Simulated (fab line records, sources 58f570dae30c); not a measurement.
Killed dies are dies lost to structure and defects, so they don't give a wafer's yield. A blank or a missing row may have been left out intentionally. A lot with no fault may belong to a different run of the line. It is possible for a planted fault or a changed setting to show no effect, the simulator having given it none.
fab line records + flow berkeley-cmos170
[record]
- lots = 5
- wafers = 15
- last-day = 14
route steps=331 shown NWELL@15 M3@331
lots that met no fault: from a run of the same line without faults
start-h: start of the lot's first displayed wafer, in hours after the record's first day + wait-h: how many hours have passed since the lot's step before this one + " same as the row above + L1.1+2: one row covering several wafers at once + - no value, or no start was given + * or withheld: withheld + < > ~ a bound
route shown NAME@n: names a module that has steps shown in the file, with the first one's number in the route + usual: mean/standard deviation taken from wafers without a fault + same: alike in all rows + chamber/n: place in a boat + sites: each site's reading + _std_site: the standard deviation of these + _edge_site: outer sites' mean less inner sites' + radius-mm: for every site, how far away it sits from the centre of the wafer + mask NAME#n: copy n + behind: tool/chamber where the wafer was last shaped + hold: cause of the lot's hold/its duration in hours/its outcome + device: which transistor (n, p or np) failed to switch + end of line: tests of these same wafers at the route's end + where a step has no rows: the recipe by itself + killed: not the wafer's yield, but the dies lost to structure and defects at the first sort + map: the dies of a wafer, with x for killed, . for not killed, _ for no die there
set.NAME: the setting that was run; set.NAME@STEP: the one run at that earlier step + model.NAME: the simulator's own value behind a step, which no gauge read
lots at selected steps of the route; one table per step, one row per wafer
services: a tool's chamber out of use, with start hour (start-h, from the record's first day; less than 0 if before it), hours out, and reason
[[steps]]
[step UCB170_NWELL_OXIDATION_01]
[recipe]
- temp-c = 1000
- ambient = O2
- target-thk-a = 264
- ox-time-s = 1260
[step UCB170_NWELL_THK_MEAS_02]
[recipe]
- reads = SiO2_of_NWELL_OXIDATION_01
[usual]
- NWELL_OXIDE_THK = 26.3/0.47
| lot.wafer | tool          | chamber | start-h | wait-h | NWELL_OXIDE_THK[nm] |
|-----------|---------------|---------|---------|--------|---------------------|
| L846.3    | film-metro-03 | -       | 40.11   | 0.0    | 26.9                |
| L846.4    | "             | -       | "       | "      | 27.2                |
| L846.5    | "             | -       | "       | "      | 26.7                |
| L854.3    | film-metro-02 | -       | 83.55   | 0.0    | 25.9                |
| L854.5    | "             | -       | "       | "      | 26.2                |
| L854.6    | "             | -       | "       | "      | 25.8                |
| L857.2    | film-metro-03 | -       | 102.45  | 0.0    | 26.1                |
| L857.3    | "             | -       | "       | "      | 26.7                |
| L857.5    | "             | -       | "       | "      | 26.2                |
| L860.1    | film-metro-03 | -       | 127.02  | 0.0    | 25.8                |
| L860.3    | "             | -       | "       | "      | 26.3                |
| L860.5    | "             | -       | "       | "      | 26.2                |
| L862.1    | film-metro-04 | -       | 127.02  | 0.0    | 26.4                |
| L862.3    | "             | -       | "       | "      | 25.6                |
| L862.6    | "             | -       | "       | "      | 25.9                |
[step UCB170_NWELL_ANNEAL_03]
[recipe]
- temp-c = 1000
- time-s = 900
- ambient = N2
[step UCB170_NWELL_CVD_04]
[recipe]
- material = Si3N4
- target-thk-nm = 224
- temp-c = 800
- precursor = SiH2Cl2/NH3
- time-s = 3360
- pressure-mtorr = 200
- sih2cl2-flow-sccm = 25
- nh3-flow-sccm = 75
[step UCB170_NWELL_THK_MEAS_05]
[recipe]
- reads = Si3N4_of_NWELL_CVD_04
[usual]
- NWELL_NITRIDE_THK = 225.0/2.3
| lot.wafer | tool          | chamber | start-h | wait-h | NWELL_NITRIDE_THK[nm] |
|-----------|---------------|---------|---------|--------|-----------------------|
| L846.3    | film-metro-03 | -       | 49.29   | 0.0    | 223.8                 |
| L846.4    | "             | -       | "       | "      | 223.7                 |
| L846.5    | "             | -       | "       | "      | 222.8                 |
| L854.3    | film-metro-04 | -       | 91.24   | 0.0    | 222.6                 |
| L854.5    | "             | -       | "       | "      | 222.3                 |
| L854.6    | "             | -       | "       | "      | 221.8                 |
| L857.2    | film-metro-03 | -       | 111.05  | 0.0    | 225.7                 |
| L857.3    | "             | -       | "       | "      | 226.5                 |
| L857.5    | "             | -       | "       | "      | 226.9                 |
| L860.1    | film-metro-02 | -       | 134.54  | 0.0    | 227.4                 |
| L860.3    | "             | -       | "       | "      | 229.1                 |
| L860.5    | "             | -       | "       | "      | 227.9                 |
| L862.1    | film-metro-04 | -       | 134.54  | 0.0    | 227.4                 |
| L862.3    | "             | -       | "       | "      | 226.6                 |
| L862.6    | "             | -       | "       | "      | 226.5                 |
[step UCB170_NWELL_HMDS_06]
[recipe]
- prime-time-s = 60
- prime-temp-c = 100
[step UCB170_NWELL_COAT_07]
[recipe]
- resist = KrF
- spin-rpm = 1500
- resist-thk-nm = 900
[step UCB170_NWELL_SOFTBAKE_08]
[recipe]
- resist = KrF
- temp-c = 130
- time-s = 60
[step UCB170_NWELL_EXPOSE_09]
[recipe]
- mask-id = NWELL
- target-cd-nm = 3000
- na = 0.5
- sigma-outer = 0.6
- source-shape = conventional
- dose-mj = 25
[step UCB170_NWELL_PEB_10]
[recipe]
- peb-temp-c = 130
- peb-time-s = withheld
- resist = KrF
[step UCB170_NWELL_DEVELOP_11]
[recipe]
- developer = TMAH
- develop-time-s = 45
- resist = KrF
- dev-temp-c = 21
[step UCB170_NWELL_OVL_MEAS_12]
[usual]
- NWELL_OVL = -2/4.2
| lot.wafer | tool       | chamber | start-h | wait-h | NWELL_OVL[nm] |
|-----------|------------|---------|---------|--------|---------------|
| L846.3    | overlay-02 | -       | 50.68   | -      | 3             |
| L846.4    | "          | -       | "       | "      | -2            |
| L846.5    | "          | -       | "       | "      | -6            |
| L854.3    | overlay-02 | -       | 92.42   | -      | -2            |
| L854.5    | "          | -       | "       | "      | -5            |
| L854.6    | "          | -       | "       | "      | -3            |
| L857.2    | overlay-01 | -       | 112.39  | -      | 5             |
| L857.3    | "          | -       | "       | "      | -3            |
| L857.5    | "          | -       | "       | "      | -4            |
| L860.1    | overlay-02 | -       | 136.40  | -      | 0             |
| L860.3    | "          | -       | "       | "      | -6            |
| L860.5    | "          | -       | "       | "      | 1             |
| L862.1    | overlay-02 | -       | 136.67  | -      | -6            |
| L862.3    | "          | -       | "       | "      | -4            |
| L862.6    | "          | -       | "       | "      | 1             |
[step UCB170_NWELL_ETCH_13]
[recipe]
- chemistry = CH3F/Ar/O2
- target = Si3N4
- stop-on = SiO2
- CH3F_flow_sccm = 20
- Ar_flow_sccm = 50
- O2_flow_sccm = 7
- pressure-mtorr = 50
- rf-w = 450
- target-depth-a = 2464
- over-etch-frac = 0.1
- time-s = 160.5
[usual]
- drypump-motor-current-A = 5.6/0.38
- oes-product-au = 0.934/0.018
- throttle-valve-pct = 8.11/0.11
| lot.wafer | tool        | chamber | start-h | wait-h | drypump-motor-current-A | oes-product-au | rf-hours-counter-h | throttle-valve-pct | model.etch.depth-nm | model.KrF_of_NWELL_COAT_07.thk-nm |
|-----------|-------------|---------|---------|--------|-------------------------|----------------|--------------------|--------------------|---------------------|-----------------------------------|
| L846.3    | rie-diel-02 | 1       | 50.70   | 0.0    | 5.5                     | 0.910          | 15                 | 8.01               | 223.6               | 712.3                             |
| L846.4    | "           | 2       | "       | "      | 5.6                     | 0.914          | 27                 | 8.23               | 223.7               | 713.8                             |
| L846.5    | "           | 3       | "       | "      | 5.1                     | 0.958          | -                  | 8.18               | 222.8               | 710.2                             |
| L854.3    | rie-diel-02 | 2       | 92.44   | 0.0    | 5.6                     | 0.915          | 30                 | 8.25               | 222.9               | 717.7                             |
| L854.5    | "           | 3       | "       | "      | 5.2                     | 0.942          | -                  | 8.18               | 222.2               | 715.8                             |
| L854.6    | "           | 2       | "       | "      | 5.6                     | 0.917          | -                  | 8.22               | 221.9               | 718.4                             |
| L857.2    | rie-diel-02 | 1       | 112.42  | 0.0    | 5.6                     | 0.923          | 18                 | 8.01               | 225.8               | 713.8                             |
| L857.3    | "           | 2       | "       | "      | 5.6                     | 0.750          | 31                 | 8.20               | 161.8               | 780.4                             |
| L857.5    | "           | 3       | "       | "      | 5.2                     | 0.963          | -                  | 8.18               | 227                 | 711.7                             |
| L860.1    | rie-diel-03 | 3       | 136.43  | 0.0    | 5.0                     | 0.920          | 78                 | 8.28               | 227.3               | 715.3                             |
| L860.3    | "           | 0       | "       | "      | 6.2                     | 0.939          | 46                 | 7.92               | 229                 | 714.6                             |
| L860.5    | "           | 3       | "       | "      | 5.0                     | 0.924          | -                  | 8.28               | 228                 | 720.7                             |
| L862.1    | rie-diel-01 | 0       | 136.71  | 0.0    | 5.4                     | 0.924          | 87                 | 8.11               | 227.5               | 714.9                             |
| L862.3    | "           | 3       | "       | "      | 6.2                     | 0.925          | 58                 | 7.91               | 226.6               | 714.9                             |
| L862.6    | "           | 1       | "       | "      | 5.1                     | 0.951          | -                  | 8.03               | 226.6               | 713.6                             |
[step UCB170_NWELL_IMPLANT_14]
[recipe]
- species = P
- dose-cm2 = 1e+13
- energy-kev = 150
- tilt-deg = 7
[step UCB170_NWELL_STRIP_15]
[recipe]
- chemistry = O2
- power-w = 400
- pressure-mtorr = 3500
- platen-temp-c = withheld
- o2-flow-sccm = 400
- overash-fraction = 0.5
[usual]
- drypump-motor-current-A = 5.6/0.32
- oes-product-au = 0.721/0.0046
- strip-time-to-endpoint-s = 17.86/0.063
| lot.wafer | tool            | chamber | start-h | wait-h | drypump-motor-current-A | oes-product-au | rf-hours-counter-h | strip-time-to-endpoint-s |
|-----------|-----------------|---------|---------|--------|-------------------------|----------------|--------------------|--------------------------|
| L846.3    | plasma-asher-01 | 0       | 50.99   | 0.1    | 5.9                     | 0.726          | -                  | 17.79                    |
| L846.4    | "               | 1       | "       | "      | 5.9                     | 0.725          | -                  | 17.81                    |
| L846.5    | "               | 0       | "       | "      | 5.8                     | 0.720          | -                  | 17.75                    |
| L854.3    | plasma-asher-04 | 1       | 92.73   | 0.1    | 5.1                     | 0.727          | -                  | 17.92                    |
| L854.5    | "               | 0       | "       | "      | 5.6                     | 0.727          | -                  | 17.88                    |
| L854.6    | "               | 1       | "       | "      | 5.1                     | 0.724          | -                  | 17.94                    |
| L857.2    | plasma-asher-03 | 0       | 112.68  | 0.1    | 6.1                     | 0.728          | 40                 | 17.82                    |
| L857.3    | "               | 1       | "       | "      | 5.5                     | 0.721          | -                  | 19.42                    |
| L857.5    | "               | 0       | "       | "      | 6.1                     | 0.717          | -                  | 17.78                    |
| L860.1    | plasma-asher-01 | 0       | 136.69  | 0.1    | 5.8                     | 0.716          | 2                  | 17.87                    |
| L860.3    | "               | 0       | "       | "      | 5.8                     | 0.722          | -                  | 17.86                    |
| L860.5    | "               | 1       | "       | "      | 5.9                     | 0.728          | -                  | 18.01                    |
| L862.1    | plasma-asher-03 | 0       | 136.96  | 0.1    | 6.0                     | 0.719          | 43                 | 17.84                    |
| L862.3    | "               | 0       | "       | "      | 6.0                     | 0.717          | -                  | 17.86                    |
| L862.6    | "               | 1       | "       | "      | 5.4                     | 0.724          | -                  | 17.82                    |
[step UCB170_NWELL_TW_MEAS_16]
[usual]
- NWELL_TW = 1242/15
| lot.wafer | tool          | chamber | start-h | wait-h | NWELL_TW |
|-----------|---------------|---------|---------|--------|----------|
| L846.3    | film-metro-02 | -       | 51.08   | 0.1    | 1237     |
| L846.4    | "             | -       | "       | "      | 1234     |
| L846.5    | "             | -       | "       | "      | 1231     |
| L854.3    | film-metro-02 | -       | 92.81   | 0.1    | 1233     |
| L854.5    | "             | -       | "       | "      | 1236     |
| L854.6    | "             | -       | "       | "      | 1231     |
| L857.2    | film-metro-04 | -       | 112.79  | 0.1    | 1239     |
| L857.3    | "             | -       | "       | "      | 1240     |
| L857.5    | "             | -       | "       | "      | 1236     |
| L860.1    | film-metro-03 | -       | 136.79  | 0.1    | 1265     |
| L860.3    | "             | -       | "       | "      | 1267     |
| L860.5    | "             | -       | "       | "      | 1264     |
| L862.1    | film-metro-02 | -       | 137.06  | 0.1    | 1225     |
| L862.3    | "             | -       | "       | "      | 1230     |
| L862.6    | "             | -       | "       | "      | 1235     |
[step UCB170_M3_PROBE_99]
| lot.wafer | tool      | chamber | start-h | wait-h | model.etest.nwell-pinched.rs-ohm-sq | model.etest.nwell.rs-ohm-sq | model.etest.nwell.width-nm | model.etest.nwell.line-ohm-um | model.etest.iso-pplus-pwell.bv-v | model.etest.field-p-metal.vt-v | model.etest.vpnp.gain | model.etest.diode-pplus-nwell.bv-v |
|-----------|-----------|---------|---------|--------|-------------------------------------|-----------------------------|----------------------------|-------------------------------|----------------------------------|--------------------------------|-----------------------|------------------------------------|
| L846.3    | prober-02 | -       | 211.90  | 0.2    | 1279                                | 855.3                       | 2366                       | 364.9                         | 20.88                            | -58.04                         | 11.51                 | 10.76                              |
| L846.4    | prober-02 | -       | 211.95  | 0.2    | 1284                                | 858.5                       | 2362                       | 369.2                         | 22.11                            | -59.75                         | 11.42                 | 10.73                              |
| L846.5    | prober-02 | -       | 212.00  | 0.2    | 1283                                | 864.2                       | 2365                       | 362.1                         | 21.27                            | -58.98                         | 11.46                 | 10.74                              |
| L854.3    | prober-02 | -       | 256.20  | 0.2    | 1269                                | 853.3                       | 2365                       | 362.7                         | 22.7                             | -59.86                         | 11.06                 | 10.88                              |
| L854.5    | prober-02 | -       | 256.30  | 0.2    | 1273                                | 860.7                       | 2380                       | 364.5                         | 23.08                            | -60.56                         | 11.1                  | 10.67                              |
| L854.6    | prober-02 | -       | 256.35  | 0.2    | 1277                                | 860.3                       | 2368                       | 366                           | 23.17                            | -60.08                         | 11.12                 | 10.8                               |
| L857.2    | prober-01 | -       | 283.43  | 0.1    | 1293                                | 864.4                       | 2382                       | 364.8                         | 22.36                            | -60.23                         | 11.49                 | 10.89                              |
| L857.3    | prober-01 | -       | 283.48  | 0.2    | 1429                                | 938.6                       | 2336                       | 409.4                         | 17.52                            | -57.02                         | 13.22                 | 11.19                              |
| L857.5    | prober-01 | -       | 283.58  | 0.2    | 1293                                | 864.4                       | 2368                       | 364.9                         | 22.08                            | -60.21                         | 11.63                 | 10.81                              |
| L860.1    | prober-02 | -       | 331.74  | 0.1    | 1299                                | 872.7                       | 2360                       | 364.5                         | 20.91                            | -58.94                         | 11.54                 | 10.86                              |
| L860.3    | prober-02 | -       | 331.84  | 0.2    | 1305                                | 869.4                       | 2364                       | 367                           | 20.93                            | -58.04                         | 11.61                 | 10.97                              |
| L860.5    | prober-02 | -       | 331.94  | 0.2    | 1303                                | 871.7                       | 2370                       | 374.9                         | 21.25                            | -59.15                         | 11.7                  | 10.8                               |
| L862.1    | prober-01 | -       | 332.42  | 0.1    | 1290                                | 862.1                       | 2366                       | 368.1                         | 21.34                            | -60                            | 11.78                 | 10.81                              |
| L862.3    | prober-01 | -       | 332.52  | 0.2    | 1293                                | 862.4                       | 2368                       | 365.9                         | 21.96                            | -60.67                         | 11.64                 | 10.82                              |
| L862.6    | prober-01 | -       | 332.67  | 0.2    | 1303                                | 863.6                       | 2362                       | 364.8                         | 21.07                            | -60.25                         | 11.64                 | 10.77                              |
// killed by level:class
L846.3 SPACER:geometric-particle:short=1 SPACER:geometric-particle:open=1 SILICIDE:geometric-particle:short=1 M1:geometric-particle:open=1 V2:geometric-particle:open=1
L846.4 SILICIDE:geometric-particle:short=1 M1:geometric-particle:short=1 M3:geometric-particle:open=1 M3:geometric-particle:short=1
L846.5 GATE:geometric-particle:open=1 M1:geometric-particle:short=1
L854.3 NWELL:geometric-particle:open=1 GATE:geometric-particle:short=1 GATE:geometric-particle:open=1 SPACER:geometric-particle:open=1
L854.5 FIELD:geometric-particle:short=1 SCREENOX:geometric-particle:open=1 GATE:geometric-particle:short=1 GATE:geometric-particle:open=1 M2:geometric-particle:short=1
L854.6 SPACER:geometric-particle:short=1
L860.1 V1:geometric-particle:short=1
L860.3 WELLDRIVE:geometric-particle:open=1 GATE:geometric-particle:short=1
L860.5 GATE:geometric-particle:open=1 GATE:geometric-particle:short=1
L862.1 START:geometric-particle:short=1 V1:geometric-particle:short=1 V1:geometric-particle:open=1 M2:geometric-particle:short=1
L862.3 GATE:geometric-particle:short=3 SCREENOX:geometric-particle:short=1 SILICIDE:geometric-particle:open=1 SILICIDE:geometric-particle:short=1 M3:geometric-particle:open=1
L862.6 GATE:geometric-particle:open=2 GATE:geometric-particle:short=1 V1:geometric-particle:open=1
[[services]]
| tool            | chamber | start-h | hours | kind       |
|-----------------|---------|---------|-------|------------|
| rie-diel-01     | 0       | 32.24   | 13.3  | repair     |
| rie-diel-03     | -       | 41.71   | 28.1  | pm         |
| plasma-asher-01 | -       | 53.02   | 4.3   | pm         |
| rie-diel-02     | 2       | 72.43   | 2.8   | repair     |
| rie-diel-03     | 3       | 108.36  | 3.3   | repair     |
| plasma-asher-01 | -       | 108.75  | 9.0   | pm         |
| plasma-asher-01 | 0       | 108.75  | 9.0   | vent-cycle |
| plasma-asher-01 | 1       | 108.75  | 9.0   | vent-cycle |
| rie-diel-03     | -       | 115.58  | 1.1   | repair     |
| plasma-asher-01 | 0       | 117.75  | -     | clean      |
| plasma-asher-01 | 1       | 117.75  | -     | clean      |
| rie-diel-02     | 3       | 129.54  | 11.8  | repair     |
[[key]]
[first-sign]
- step = UCB170_NWELL_ETCH_13
- reading = oes-product-au
- direction = down
- sigmas = 11
- usual = 0.934
- struck = 0.750
[effect]
- step = UCB170_NWELL_STRIP_15
- reading = strip-time-to-endpoint-s
- direction = up
- sigmas = 25
- usual = *
- struck = *
[model-effect]
- step = UCB170_NWELL_ETCH_13
- value = etch.depth-nm
- without = 226.3
- struck = 161.8
[model-effect]
- step = UCB170_M3_PROBE_99
- value = etest.nwell-pinched.rs-ohm-sq
- without = 1285
- struck = 1429
met-at UCB170_NWELL_ETCH_13
struck-wafers L857.3
sort-left-out L857.3
tester-left-out L857
onset-between 92.44 112.42
[fault]
- kind = process-parameter-drift
- tool = rie-diel-02
- chamber = 2
- onset-h = 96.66
- steps = UCB170_NWELL_ETCH_13
- channel = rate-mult
- offset = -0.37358
- shape = step
- end-h = 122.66
// tester-left-out: of these lots the tester's yield and bins aren't shown, on N5 and GAA mostly nor the transistor test; their killed dies are dies lost to structure and defects alone, not to doping, threshold or leakage, so they don't give the yield
// sort-left-out: the simulated sort isn't trusted on such a fault, so these wafers' sort isn't shown, and their yield isn't known
